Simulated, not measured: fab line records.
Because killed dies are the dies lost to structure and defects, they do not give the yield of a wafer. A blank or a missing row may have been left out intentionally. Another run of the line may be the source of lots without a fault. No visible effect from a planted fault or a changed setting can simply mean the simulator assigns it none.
Problem report, 8D (eight disciplines) form, completed by code | flow berkeley_cmos170 | the parts of the form that need people (team, actions taken, sign-off) are left out

## 1. WHAT WENT WRONG
Wafers without a fault read 100.00 C, standard deviation 0.14; prime_temp_c at UCB170_NWELL_HMDS_06 reads a mean of 92.32 C on 6 wafers belonging to 2 lots. Relative to the usual mean, that is a shift of -55 standard deviations.
The step: prime time 60 s.
The first sign was on wafer L387.1 at day 3 00:45, on litho_track-01. Wafers with a number at this step in the record: 42, from 14 lots. Rule for "out" (also "out of limits"): further than 4 standard deviations from the usual mean. Any other wafer with a number is counted as sound.

## 2. WHAT THIS IS AND IS NOT
question                    | is                     | is not
which readings at this step | prime_temp_c           | -
which lots                  | L387, L388             | L383, L384, L385, L386, L396, L398, L399, L401, L402, L403, L404, L405
which wafers of those lots  | all that have a number | -
read on which tools         | litho_track-01         | litho_track-03, litho_track-04
when                        | from day 3 00:45       | up to then (12 sound wafers); but 24 sound wafers of L396, L398, L399, L401, L402, L403, L404, L405 came after

## 3. SUSPECTS, AND WHAT RULES EACH OUT
Counting: any tool at a process step up to the reading is kept as a suspect provided that every lot that is out went through it and no sound lot did after the first of them.
- litho_track-01 at UCB170_NWELL_HMDS_06 (prime time 60 s): ruled out as a lasting fault. Following L387 (day 3 00:45), the first lot on it that is out, the sound lots L401 were run on it.
Left after counting: nothing in the record.

## 4. THE CAUSE (what the simulator had put in)
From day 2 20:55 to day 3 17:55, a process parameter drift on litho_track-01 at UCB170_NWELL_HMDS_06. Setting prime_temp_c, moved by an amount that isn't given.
Counting ruled it out, wrongly.

## 5. SEQUENCE OF EFFECTS, ordered by route
One row per reading whose mean, taken over the struck wafers that have a number, lies over 3 standard deviations from the usual. Only readings for which the record gives a usual standard deviation are gone through. hours: the time from each lot's start at the first step in this table that gives one to its start at this step, as a median over the lots. sigmas: the change in usual standard deviations.
hours | step                 | reading      | usual    | on struck wafers | change | sigmas
0     | UCB170_NWELL_HMDS_06 | prime_temp_c | 100.00 C | 92.32            | -7.68  | -55
Its process steps:
- UCB170_NWELL_HMDS_06: prime time 60 s.
Later steps that measure or inspect, where all struck wafers having a row at the step show a number for every such reading and not one has moved that far: UCB170_FIELD_THK_MEAS_91.

## 6. WHAT WOULD HAVE CAUGHT IT SOONER
4 hours passed between the start of the fault at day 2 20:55 and the first reading out of limits in this record, taken at day 3 00:45.
